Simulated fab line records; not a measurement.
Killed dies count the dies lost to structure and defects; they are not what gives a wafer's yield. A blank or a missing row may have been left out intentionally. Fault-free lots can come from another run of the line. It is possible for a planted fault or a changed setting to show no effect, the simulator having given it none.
What tool caused it? | flow berkeleyCmos170 | Sampling: 7 lots, 21 wafers, 3 of 331 route steps

== WHAT THE GAUGES SHOWED, per wafer ==
UCB170_M1_CD_MEAS_09: the cd target is 700 nm.
lot  | measured     | on       | cdNm (nm)
L988 | day 8 20:52  | cdSem-02 | 701.2 700.5 700.1
L987 | day 9 00:20  | cdSem-01 | 702.4 700.6 698.9
L992 | day 9 08:28  | cdSem-02 | 700.0 699.8 699.5
L993 | day 10 00:05 | cdSem-02 | 700.3 702.5 700.1
L994 | day 10 18:55 | cdSem-02 | 700.8 700.2 700.0
L105 | day 12 15:41 | cdSem-02 | 700.9 701.3 701.3
L104 | day 12 20:03 | cdSem-01 | 685.3 685.1 686.6 685.5 685.1 686.6

== WHAT TOOL EACH LOT RAN ON (gives the tool, then ch and the chambers of the sampled wafers, and finally the start) ==
lot  | UCB170_CONTACT_ETCH_18                       | UCB170_M1_COAT_04
L988 | rieDiel-04 ch 0,1,2, day 8 19:00 or earlier  | lithoTrack-01 ch 0, day 8 19:00
L987 | rieDiel-02 ch 0,1,2, day 8 23:00 or earlier  | lithoTrack-03 ch 0, day 8 23:00
L992 | rieDiel-04 ch 0,1,2, day 9 07:00 or earlier  | lithoTrack-04 ch 0, day 9 07:00
L993 | rieDiel-04 ch 0,2,3, day 9 23:00 or earlier  | lithoTrack-04 ch 0, day 9 23:00
L994 | rieDiel-02 ch 1,2,3, day 10 18:00 or earlier | lithoTrack-03 ch 0, day 10 18:00
L105 | rieDiel-03 ch 0,3, day 12 14:00 or earlier   | lithoTrack-01 ch 0, day 12 14:00
L104 | rieDiel-02 ch 0,2, day 12 19:00 or earlier   | lithoTrack-03 ch 0, day 12 19:00
- UCB170_CONTACT_ETCH_18: etches PSG in CHF3/CF4/Ar, stops on TiSi2, target depth 840 nm, time 195 s.
- UCB170_M1_COAT_04: resist thk 900 nm.

== THE ANSWER, worked out from the rows above alone ==
Rule: what is usual is taken from the lots themselves. The widest of any qualifying gaps counts: lots, ordered by their means at a reading, are off when they make up no more than a third of the lots, leave a main group of 4 or more, and stand apart from it by 3 or more times the standard deviation of that group's means. Not used: any main group whose means are identical at the precision the tables above print for the reading. A lot without any number at a reading at which 4 lots or more have one is off too. The other lots that the step has rows for count as sound.
Off: L104 (UCB170_M1_CD_MEAS_09, cdNm). Mean 700.6 nm and standard deviation 0.45 in the main group.
A tool fits if, at a process step before that reading, it ran every lot that is off, and no sound lot after the first of them. The gauges at UCB170_M1_CD_MEAS_09 are tried like those tools. UCB170_CONTACT_ETCH_18: start missing for some lots; hours and lot order therefore follow UCB170_M1_COAT_04. Can't be told from this: 3 tools fit, rieDiel-02 at UCB170_CONTACT_ETCH_18, lithoTrack-03 at UCB170_M1_COAT_04, cdSem-01 at UCB170_M1_CD_MEAS_09.

== WHAT THE SIMULATOR HAD INSERTED ==
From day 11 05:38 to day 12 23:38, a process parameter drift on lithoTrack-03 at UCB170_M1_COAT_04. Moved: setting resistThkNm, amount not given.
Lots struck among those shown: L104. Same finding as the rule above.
